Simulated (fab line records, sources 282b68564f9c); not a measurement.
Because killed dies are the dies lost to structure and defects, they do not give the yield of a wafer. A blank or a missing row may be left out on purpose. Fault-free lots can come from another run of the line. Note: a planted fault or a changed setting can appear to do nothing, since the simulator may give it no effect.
fab line records / flow rit-cmos
[record] lots = 7 wafers = 21 last-day = 7
route steps=202 shown ACTIVE@1
lots with no fault: from the same line, run without faults
start-h: the number of hours between the record's first day and the start of the first shown wafer of the lot / wait-h: how many hours have passed since the lot's step before this one / " repeats the value in the row above / L1.1+2: a row that stands for several wafers / - no value present, or no start provided / * or withheld: withheld / < > ~ a bound
route shown NAME@n: NAME is a module with steps in the file, n the number in the route of the first one / usual: average and standard deviation across the fault-free wafers / same: alike in all rows / chamber/n: place in a boat / sites: the reading at each site / _std_site: the standard deviation of these / _edge_site: the outer-site mean with the inner-site mean subtracted / radius-mm: how far each site lies from the wafer's centre / mask NAME#n: copy n / behind: the most recent tool/chamber to have shaped the wafer / hold: cause of the lot's hold/its duration in hours/its outcome / device: the n, p or np transistor that did not switch / end of line: the same wafers' tests at the end of the route / where a step has no rows: the recipe by itself / killed: at the first sort, the dies lost to defects and structure; wafer yield is something else / map: a wafer's dies, x killed, . not, _ none there
set.NAME: the setting the step ran with; set.NAME@STEP: the setting that earlier step ran with / model.NAME: the simulator's own value behind a step, which no gauge read
lots at some steps of the route; a table a step, a row a wafer
[[steps]]
[step RIT_ACTIVE_BOW_MEAS_00]
[recipe] mode = bow
[usual] INCOMING_BOW = 0/6.5
lot.wafer=L843.1 tool=film-metro-04 chamber=- start-h=30.00 wait-h=- INCOMING_BOW[um]=7
lot.wafer=L843.3 tool=film-metro-04 chamber=- start-h=30.00 wait-h=- INCOMING_BOW[um]=-4
lot.wafer=L843.4 tool=film-metro-04 chamber=- start-h=30.00 wait-h=- INCOMING_BOW[um]=5
lot.wafer=L852.1 tool=film-metro-04 chamber=- start-h=75.00 wait-h=- INCOMING_BOW[um]=0
lot.wafer=L852.5 tool=film-metro-04 chamber=- start-h=75.00 wait-h=- INCOMING_BOW[um]=-3
lot.wafer=L852.6 tool=film-metro-04 chamber=- start-h=75.00 wait-h=- INCOMING_BOW[um]=-3
lot.wafer=L853.1 tool=film-metro-01 chamber=- start-h=80.00 wait-h=- INCOMING_BOW[um]=-10
lot.wafer=L853.2 tool=film-metro-01 chamber=- start-h=80.00 wait-h=- INCOMING_BOW[um]=-6
lot.wafer=L853.3 tool=film-metro-01 chamber=- start-h=80.00 wait-h=- INCOMING_BOW[um]=-1
lot.wafer=L854.2 tool=film-metro-01 chamber=- start-h=85.02 wait-h=- INCOMING_BOW[um]=3
lot.wafer=L854.3 tool=film-metro-01 chamber=- start-h=85.02 wait-h=- INCOMING_BOW[um]=16
lot.wafer=L854.5 tool=film-metro-01 chamber=- start-h=85.02 wait-h=- INCOMING_BOW[um]=2
lot.wafer=L857.1 tool=film-metro-04 chamber=- start-h=100.00 wait-h=- INCOMING_BOW[um]=11
lot.wafer=L857.4 tool=film-metro-04 chamber=- start-h=100.00 wait-h=- INCOMING_BOW[um]=-2
lot.wafer=L857.5 tool=film-metro-04 chamber=- start-h=100.00 wait-h=- INCOMING_BOW[um]=7
lot.wafer=L860.2 tool=film-metro-02 chamber=- start-h=115.02 wait-h=- INCOMING_BOW[um]=6
lot.wafer=L860.3 tool=film-metro-02 chamber=- start-h=115.02 wait-h=- INCOMING_BOW[um]=-6
lot.wafer=L860.4 tool=film-metro-02 chamber=- start-h=115.02 wait-h=- INCOMING_BOW[um]=-2
lot.wafer=L861.3 tool=film-metro-01 chamber=- start-h=120.04 wait-h=- INCOMING_BOW[um]=4
lot.wafer=L861.4 tool=film-metro-01 chamber=- start-h=120.04 wait-h=- INCOMING_BOW[um]=2
lot.wafer=L861.5 tool=film-metro-01 chamber=- start-h=120.04 wait-h=- INCOMING_BOW[um]=-5
[step RIT_ACTIVE_OXIDATION_01]
[recipe] temp-c = 1000 ambient = O2 target-thk-a = 468 ox-time-s = 3360
[step RIT_ACTIVE_THK_MEAS_02]
[recipe] reads = SiO2_of_ACTIVE_OXIDATION_01
[usual] ACTIVE_OXIDE_THK = 46.9/0.88
lot.wafer=L843.1 tool=film-metro-04 chamber=- start-h=32.05 wait-h=0.0 ACTIVE_OXIDE_THK[nm]=47.4
lot.wafer=L843.3 tool=film-metro-04 chamber=- start-h=32.05 wait-h=0.0 ACTIVE_OXIDE_THK[nm]=47.4
lot.wafer=L843.4 tool=film-metro-04 chamber=- start-h=32.05 wait-h=0.0 ACTIVE_OXIDE_THK[nm]=47.7
lot.wafer=L852.1 tool=film-metro-02 chamber=- start-h=77.05 wait-h=0.0 ACTIVE_OXIDE_THK[nm]=46.4
lot.wafer=L852.5 tool=film-metro-02 chamber=- start-h=77.05 wait-h=0.0 ACTIVE_OXIDE_THK[nm]=46.2
lot.wafer=L852.6 tool=film-metro-02 chamber=- start-h=77.05 wait-h=0.0 ACTIVE_OXIDE_THK[nm]=46.1
lot.wafer=L853.1 tool=film-metro-02 chamber=- start-h=82.20 wait-h=0.0 ACTIVE_OXIDE_THK[nm]=45.5
lot.wafer=L853.2 tool=film-metro-02 chamber=- start-h=82.20 wait-h=0.0 ACTIVE_OXIDE_THK[nm]=45.7
lot.wafer=L853.3 tool=film-metro-02 chamber=- start-h=82.20 wait-h=0.0 ACTIVE_OXIDE_THK[nm]=46.7
lot.wafer=L854.2 tool=film-metro-02 chamber=- start-h=87.06 wait-h=0.0 ACTIVE_OXIDE_THK[nm]=46.6
lot.wafer=L854.3 tool=film-metro-02 chamber=- start-h=87.06 wait-h=0.0 ACTIVE_OXIDE_THK[nm]=46.9
lot.wafer=L854.5 tool=film-metro-02 chamber=- start-h=87.06 wait-h=0.0 ACTIVE_OXIDE_THK[nm]=46.5
lot.wafer=L857.1 tool=film-metro-04 chamber=- start-h=102.05 wait-h=0.0 ACTIVE_OXIDE_THK[nm]=47.1
lot.wafer=L857.4 tool=film-metro-04 chamber=- start-h=102.05 wait-h=0.0 ACTIVE_OXIDE_THK[nm]=46.7
lot.wafer=L857.5 tool=film-metro-04 chamber=- start-h=102.05 wait-h=0.0 ACTIVE_OXIDE_THK[nm]=46.8
lot.wafer=L860.2 tool=film-metro-01 chamber=- start-h=117.06 wait-h=0.0 ACTIVE_OXIDE_THK[nm]=47.6
lot.wafer=L860.3 tool=film-metro-01 chamber=- start-h=117.06 wait-h=0.0 ACTIVE_OXIDE_THK[nm]=47.3
lot.wafer=L860.4 tool=film-metro-01 chamber=- start-h=117.06 wait-h=0.0 ACTIVE_OXIDE_THK[nm]=46.9
lot.wafer=L861.3 tool=film-metro-02 chamber=- start-h=122.07 wait-h=0.0 ACTIVE_OXIDE_THK[nm]=46.7
lot.wafer=L861.4 tool=film-metro-02 chamber=- start-h=122.07 wait-h=0.0 ACTIVE_OXIDE_THK[nm]=46.7
lot.wafer=L861.5 tool=film-metro-02 chamber=- start-h=122.07 wait-h=0.0 ACTIVE_OXIDE_THK[nm]=47.4
[step RIT_ACTIVE_CVD_03]
[recipe] material = Si3N4 target-thk-nm = 150 temp-c = 810 precursor = SiH2Cl2/NH3 time-s = 1500 pressure-mtorr = 300 sih2cl2-flow-sccm = 60 nh3-flow-sccm = 150
[step RIT_ACTIVE_THK_MEAS_04]
[recipe] reads = Si3N4_of_ACTIVE_CVD_03
[usual] ACTIVE_NITRIDE_THK = 149.0/1.7
lot.wafer=L843.1 tool=film-metro-01 chamber=- start-h=33.53 wait-h=0.0 ACTIVE_NITRIDE_THK[nm]=149.3
lot.wafer=L843.3 tool=film-metro-01 chamber=- start-h=33.53 wait-h=0.0 ACTIVE_NITRIDE_THK[nm]=149.0
lot.wafer=L843.4 tool=film-metro-01 chamber=- start-h=33.53 wait-h=0.0 ACTIVE_NITRIDE_THK[nm]=148.9
lot.wafer=L852.1 tool=film-metro-01 chamber=- start-h=78.53 wait-h=0.0 ACTIVE_NITRIDE_THK[nm]=148.5
lot.wafer=L852.5 tool=film-metro-01 chamber=- start-h=78.53 wait-h=0.0 ACTIVE_NITRIDE_THK[nm]=149.7
lot.wafer=L852.6 tool=film-metro-01 chamber=- start-h=78.53 wait-h=0.0 ACTIVE_NITRIDE_THK[nm]=148.8
lot.wafer=L853.1 tool=film-metro-02 chamber=- start-h=83.68 wait-h=0.0 ACTIVE_NITRIDE_THK[nm]=148.2
lot.wafer=L853.2 tool=film-metro-02 chamber=- start-h=83.68 wait-h=0.0 ACTIVE_NITRIDE_THK[nm]=148.4
lot.wafer=L853.3 tool=film-metro-02 chamber=- start-h=83.68 wait-h=0.0 ACTIVE_NITRIDE_THK[nm]=149.4
lot.wafer=L854.2 tool=film-metro-04 chamber=- start-h=88.54 wait-h=0.0 ACTIVE_NITRIDE_THK[nm]=148.6
lot.wafer=L854.3 tool=film-metro-04 chamber=- start-h=88.54 wait-h=0.0 ACTIVE_NITRIDE_THK[nm]=149.1
lot.wafer=L854.5 tool=film-metro-04 chamber=- start-h=88.54 wait-h=0.0 ACTIVE_NITRIDE_THK[nm]=149.1
lot.wafer=L857.1 tool=film-metro-01 chamber=- start-h=104.02 wait-h=0.0 ACTIVE_NITRIDE_THK[nm]=150.0
lot.wafer=L857.4 tool=film-metro-01 chamber=- start-h=104.02 wait-h=0.0 ACTIVE_NITRIDE_THK[nm]=148.9
lot.wafer=L857.5 tool=film-metro-01 chamber=- start-h=104.02 wait-h=0.0 ACTIVE_NITRIDE_THK[nm]=148.2
lot.wafer=L860.2 tool=film-metro-01 chamber=- start-h=119.14 wait-h=0.0 ACTIVE_NITRIDE_THK[nm]=151.2
lot.wafer=L860.3 tool=film-metro-01 chamber=- start-h=119.14 wait-h=0.0 ACTIVE_NITRIDE_THK[nm]=152.7
lot.wafer=L860.4 tool=film-metro-01 chamber=- start-h=119.14 wait-h=0.0 ACTIVE_NITRIDE_THK[nm]=152.3
lot.wafer=L861.3 tool=film-metro-01 chamber=- start-h=123.55 wait-h=0.0 ACTIVE_NITRIDE_THK[nm]=149.9
lot.wafer=L861.4 tool=film-metro-01 chamber=- start-h=123.55 wait-h=0.0 ACTIVE_NITRIDE_THK[nm]=151.8
lot.wafer=L861.5 tool=film-metro-01 chamber=- start-h=123.55 wait-h=0.0 ACTIVE_NITRIDE_THK[nm]=150.4
[step RIT_ACTIVE_HMDS_05]
[recipe] prime-time-s = 60 prime-temp-c = 140
[step RIT_ACTIVE_COAT_06]
[recipe] resist = NOVOLAK spin-rpm = 3250 resist-thk-nm = 1000
[step RIT_ACTIVE_SOFTBAKE_07]
[recipe] resist = NOVOLAK temp-c = 90 time-s = 60
[step RIT_ACTIVE_EXPOSE_08]
[recipe] mask-id = M1 na = 0.6 source-shape = conventional sigma-outer = 0.6 target-cd-nm = 1400 dose-mj = 225
[step RIT_ACTIVE_PEB_09]
[recipe] resist = NOVOLAK temp-c = withheld time-s = withheld
[usual] chill-plate-temp-C = * exhaust-pa = 45.1/0.93
lot.wafer=L843.1 tool=litho-track-01 chamber=0 start-h=34.31 wait-h=0.2 chill-plate-temp-C=* exhaust-pa=46.0
lot.wafer=L843.3 tool=litho-track-01 chamber=0 start-h=34.31 wait-h=0.2 chill-plate-temp-C=* exhaust-pa=46.8
lot.wafer=L843.4 tool=litho-track-01 chamber=0 start-h=34.31 wait-h=0.2 chill-plate-temp-C=* exhaust-pa=46.4
lot.wafer=L852.1 tool=litho-track-04 chamber=- start-h=79.28 wait-h=0.1 chill-plate-temp-C=- exhaust-pa=-
lot.wafer=L852.5 tool=litho-track-04 chamber=- start-h=79.28 wait-h=0.1 chill-plate-temp-C=- exhaust-pa=-
lot.wafer=L852.6 tool=litho-track-04 chamber=- start-h=79.28 wait-h=0.1 chill-plate-temp-C=- exhaust-pa=-
lot.wafer=L853.1 tool=litho-track-02 chamber=- start-h=84.44 wait-h=0.1 chill-plate-temp-C=- exhaust-pa=-
lot.wafer=L853.2 tool=litho-track-02 chamber=- start-h=84.44 wait-h=0.1 chill-plate-temp-C=- exhaust-pa=-
lot.wafer=L853.3 tool=litho-track-02 chamber=- start-h=84.44 wait-h=0.1 chill-plate-temp-C=- exhaust-pa=-
lot.wafer=L854.2 tool=litho-track-02 chamber=- start-h=89.31 wait-h=0.1 chill-plate-temp-C=- exhaust-pa=-
lot.wafer=L854.3 tool=litho-track-02 chamber=- start-h=89.31 wait-h=0.1 chill-plate-temp-C=- exhaust-pa=-
lot.wafer=L854.5 tool=litho-track-02 chamber=- start-h=89.31 wait-h=0.1 chill-plate-temp-C=- exhaust-pa=-
lot.wafer=L857.1 tool=litho-track-04 chamber=0 start-h=104.79 wait-h=0.1 chill-plate-temp-C=* exhaust-pa=45.4
lot.wafer=L857.4 tool=litho-track-04 chamber=0 start-h=104.79 wait-h=0.1 chill-plate-temp-C=* exhaust-pa=44.8
lot.wafer=L857.5 tool=litho-track-04 chamber=0 start-h=104.79 wait-h=0.1 chill-plate-temp-C=* exhaust-pa=45.9
lot.wafer=L860.2 tool=litho-track-01 chamber=0 start-h=119.79 wait-h=0.1 chill-plate-temp-C=* exhaust-pa=44.7
lot.wafer=L860.3 tool=litho-track-01 chamber=0 start-h=119.79 wait-h=0.1 chill-plate-temp-C=* exhaust-pa=43.5
lot.wafer=L860.4 tool=litho-track-01 chamber=0 start-h=119.79 wait-h=0.1 chill-plate-temp-C=* exhaust-pa=44.8
lot.wafer=L861.3 tool=litho-track-02 chamber=0 start-h=124.29 wait-h=0.2 chill-plate-temp-C=* exhaust-pa=45.7
lot.wafer=L861.4 tool=litho-track-02 chamber=0 start-h=124.29 wait-h=0.2 chill-plate-temp-C=* exhaust-pa=44.7
lot.wafer=L861.5 tool=litho-track-02 chamber=0 start-h=124.29 wait-h=0.2 chill-plate-temp-C=* exhaust-pa=45.1
[step RIT_ACTIVE_DEVELOP_10]
[recipe] resist = NOVOLAK develop-time-s = 50 dev-temp-c = 23
[[key]]
[first-sign] step = RIT_ACTIVE_PEB_09 reading = tool-record direction = missing
effect none on later readings
met-at RIT_ACTIVE_PEB_09
struck-wafers L852.1,L852.5,L852.6,L853.1,L853.2,L853.3,L854.2,L854.3,L854.5
sort-left-out L852.1,L852.5,L852.6,L853.1,L853.2,L853.3,L854.2,L854.3,L854.5
tester-left-out L852,L853,L854
[fault] kind = skipped-step-whole tool = litho-track-02,litho-track-04 chamber = - onset-h = 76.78 steps = RIT_ACTIVE_PEB_09 scope = struck-lots-only
// tester-left-out: of these lots the tester's yield and bins aren't shown, on N5 and GAA mostly nor the transistor test; their killed dies are dies lost to structure and defects alone, not to doping, threshold or leakage, so they don't give the yield
// sort-left-out: the simulated sort isn't trusted on such a fault, so these wafers' sort isn't shown, and their yield isn't known
